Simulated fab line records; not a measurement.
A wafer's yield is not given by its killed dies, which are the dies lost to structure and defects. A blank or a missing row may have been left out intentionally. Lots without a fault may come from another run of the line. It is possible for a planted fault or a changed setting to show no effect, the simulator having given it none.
Which tool did it? ; flow rit-cmos ; 39 wafers from 13 lots sampled at 6 of the route's 202 steps

WHAT THE GAUGES READ, wafer by wafer
RIT_GATE_CD_MEAS_16 targets a cd of 150 nm. Usual: 152.3 nm for cd-nm, sd 2.1.
lot;measured;on;cd-nm (nm);flag
L788;day 2 12:02;cd-sem-01;151.4 151.1 151.3;
L789;day 2 16:59;cd-sem-01;150.3 150.7 152.5;
L792;day 3 10:25;cd-sem-01;152.3 148.2 150.9;
L793;day 3 13:55;cd-sem-01;151.0 150.1 148.3;
L795;day 4 02:31;cd-sem-01;151.3 149.6 151.3;
L796;day 4 05:14;cd-sem-01;151.9 152.0 151.1;
L798;day 4 15:22;cd-sem-01;155.6 155.2 155.3;
L800;day 5 00:40;cd-sem-02;150.9 152.7 151.9;
L802;day 5 12:25;cd-sem-01;150.5 151.6 149.9;
L804;day 5 21:52;cd-sem-01;154.0 150.2 149.8;
L806;day 6 08:56;cd-sem-01;156.9 155.1 154.5;
L808;day 6 23:19;cd-sem-02;150.7 151.5 152.3;
L810;day 7 08:25;cd-sem-02;153.8 152.6 153.3;

RIT_NLDD_OVL_MEAS_06. Usual: NLDD_OVL -0.5 nm, standard deviation 1.6.
lot;measured;on;NLDD_OVL (nm);flag
L788;day 2 17:25;overlay-01;0.1 -0.2 -1.6;
L789;day 2 21:34;overlay-02;-2.5 -1.8 -1.8;
L792;day 3 15:00;overlay-02;-4.0 -3.9 -3.6;
L793;day 3 18:47;overlay-01;-0.1 0.0 -0.5;
L795;day 4 07:02;overlay-02;1.1 0.6 0.3;
L796;day 4 09:50;overlay-02;0.8 0.3 0.5;
L798;day 4 20:16;overlay-01;-2.9 -0.3 -0.7;
L800;day 5 05:32;overlay-01;-0.3 0.0 -0.1;
L802;day 5 17:05;overlay-01;1.8 1.0 0.6;
L804;day 6 03:24;overlay-01;-2.4 -3.5 -1.7;
L806;day 6 15:36;overlay-02;-0.9 -3.1 0.3;
L808;day 7 06:05;overlay-02;-0.2 -2.5 -2.9;
L810;day 7 13:13;overlay-01;-0.8 -2.4 -1.2;

RIT_SDANNEAL_RS_MEAS_07: uses a four-point probe to measure. Usual: NLDD_RS 151.5 ohm/sq, standard deviation 0.52.
lot;measured;on;NLDD_RS (ohm/sq);flag
L788;day 3 01:49;film-metro-02;151.9 151.6 151.6;
L789;day 3 07:27;film-metro-01;151.7 151.2 151.2;
L792;day 4 00:48;film-metro-03;151.7 151.9 152.2;
L793;day 4 03:37;film-metro-01;152.6 152.2 152.8;
L795;day 4 15:42;film-metro-01;152.0 151.7 151.6;
L796;day 4 18:16;film-metro-03;151.7 150.9 151.0;
L798;day 5 04:35;film-metro-03;150.9 151.2 151.1;
L800;day 5 14:01;film-metro-01;152.3 152.3 152.1;
L802;day 6 01:47;film-metro-03;151.4 151.0 151.4;
L804;day 6 11:56;film-metro-02;150.2 151.0 150.3;
L806;day 7 00:29;film-metro-03;151.6 151.7 151.3;
L808;day 7 14:38;film-metro-03;150.9 151.1 150.8;
L810;day 7 22:04;film-metro-01;151.8 151.5 151.0;

RIT_SILICIDE_RS_MEAS_02: uses a four-point probe to measure. Usual: SILICIDE_TI_RS 48.2 ohm/sq, standard deviation 0.74.
lot;measured;on;SILICIDE_TI_RS (ohm/sq);flag
L788;day 3 02:05;film-metro-04;48.1 47.7 47.6;
L789;day 3 07:45;film-metro-03;48.2 48.2 47.0;
L792;day 4 01:05;film-metro-01;47.2 47.7 47.5;
L793;day 4 03:55;film-metro-03;85.0 84.2 86.9;OFF
L795;day 4 15:59;film-metro-04;84.1 86.0 82.4;OFF
L796;day 4 18:33;film-metro-04;48.3 48.4 48.2;
L798;day 5 04:52;film-metro-01;47.1 46.6 47.2;
L800;day 5 14:18;film-metro-04;48.2 49.1 48.3;
L802;day 6 02:04;film-metro-04;48.0 47.6 48.1;
L804;day 6 12:14;film-metro-03;48.1 48.1 48.0;
L806;day 7 00:46;film-metro-04;49.6 49.7 49.1;
L808;day 7 14:55;film-metro-01;47.3 47.8 47.7;
L810;day 7 22:21;film-metro-04;47.1 47.5 47.2;

RIT_SILICIDE_THK_MEAS_03: measures by xrf. Usual: SILICIDE_TI_THK 29.7 nm, standard deviation 0.35.
lot;measured;on;SILICIDE_TI_THK (nm);flag
L788;day 3 02:12;film-metro-04;29.6 29.9 30.0;
L789;day 3 07:52;film-metro-03;29.7 29.5 30.0;
L792;day 4 01:12;film-metro-01;30.2 30.0 30.0;
L793;day 4 04:01;film-metro-03;22.5 22.6 22.3;OFF
L795;day 4 16:06;film-metro-04;22.6 22.4 22.9;OFF
L796;day 4 18:40;film-metro-04;29.8 29.7 29.8;
L798;day 5 04:59;film-metro-01;30.1 30.5 29.9;
L800;day 5 14:25;film-metro-04;29.6 29.2 29.7;
L802;day 6 02:10;film-metro-04;29.9 30.2 29.9;
L804;day 6 12:21;film-metro-03;29.6 29.6 29.7;
L806;day 7 00:52;film-metro-04;29.3 29.1 29.5;
L808;day 7 15:02;film-metro-01;29.9 29.8 29.7;
L810;day 7 22:28;film-metro-04;30.3 30.3 30.2;

WHICH TOOL RAN EACH LOT (tool, then ch and the chambers of the sampled wafers, then the start)
lot;RIT_SILICIDE_SPUTTER_01
L788;pvd-sputter-01, day 3 01:55
L789;pvd-sputter-04, day 3 07:36
L792;pvd-sputter-01, day 4 00:56
L793;pvd-sputter-04, day 4 03:44
L795;pvd-sputter-04, day 4 15:49
L796;pvd-sputter-02, day 4 18:24
L798;pvd-sputter-01, day 5 04:43
L800;pvd-sputter-01, day 5 14:09
L802;pvd-sputter-02, day 6 01:53
L804;pvd-sputter-02, day 6 12:05
L806;pvd-sputter-02, day 7 00:35
L808;pvd-sputter-02, day 7 14:46
L810;pvd-sputter-02, day 7 22:11
- RIT_SILICIDE_SPUTTER_01: material Ti, target thk 30 nm, time 240 s.

WHAT THE TOOLS THEMSELVES READ (means of the sampled wafers that have a number; where no wafer has one, the mark that the record gives instead)
RIT_SILICIDE_SPUTTER_01. Usual: 30.2 % for throttle-valve-pct, sd 1.4.
lot;tool;throttle-valve-pct (%);flag
L788;pvd-sputter-01;30.2;
L789;pvd-sputter-04;31.6;
L792;pvd-sputter-01;29.8;
L793;pvd-sputter-04;30.9;
L795;pvd-sputter-04;30.8;
L796;pvd-sputter-02;28.4;
L798;pvd-sputter-01;29.7;
L800;pvd-sputter-01;29.5;
L802;pvd-sputter-02;28.4;
L804;pvd-sputter-02;28.5;
L806;pvd-sputter-02;28.4;
L808;pvd-sputter-02;28.4;
L810;pvd-sputter-02;28.6;

THE ANSWER, worked out from the rows above alone
Rule: take the mean of a lot's wafers that have a number; if it is more than 3 standard deviations from the usual mean, the lot is off. Also off: a lot with no number at a reading for which 4 or more lots have one. All remaining lots with rows at the step are treated as sound. After the gauges, taken in route order, come the tools' own readings; for these a lot's mean is taken, as printed above. At the first step where some lot is off, the reading lying furthest off is the one used; lots without a number count as furthest.
Off: at RIT_SILICIDE_RS_MEAS_02 (SILICIDE_TI_RS), L793, L795.
A tool fits if, at a process step before that reading, it ran every lot that is off, and no sound lot after the first of them. Those tools and the gauges at RIT_SILICIDE_RS_MEAS_02 are tried in the same way. One fits: RIT_SILICIDE_SPUTTER_01 on pvd-sputter-04. A fault onset in the window from L789 (day 3 07:36, its last sound lot) to L793 (day 4 03:44, its first lot off) fits.

WHAT THE SIMULATOR HAD PUT IN
Site profile drift: pvd-sputter-04, from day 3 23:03 on, at RIT_SILICIDE_SPUTTER_01. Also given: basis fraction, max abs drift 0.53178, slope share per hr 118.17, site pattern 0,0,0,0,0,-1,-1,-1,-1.
Lots struck among those shown: L793, L795. The rule given above showed the same thing.
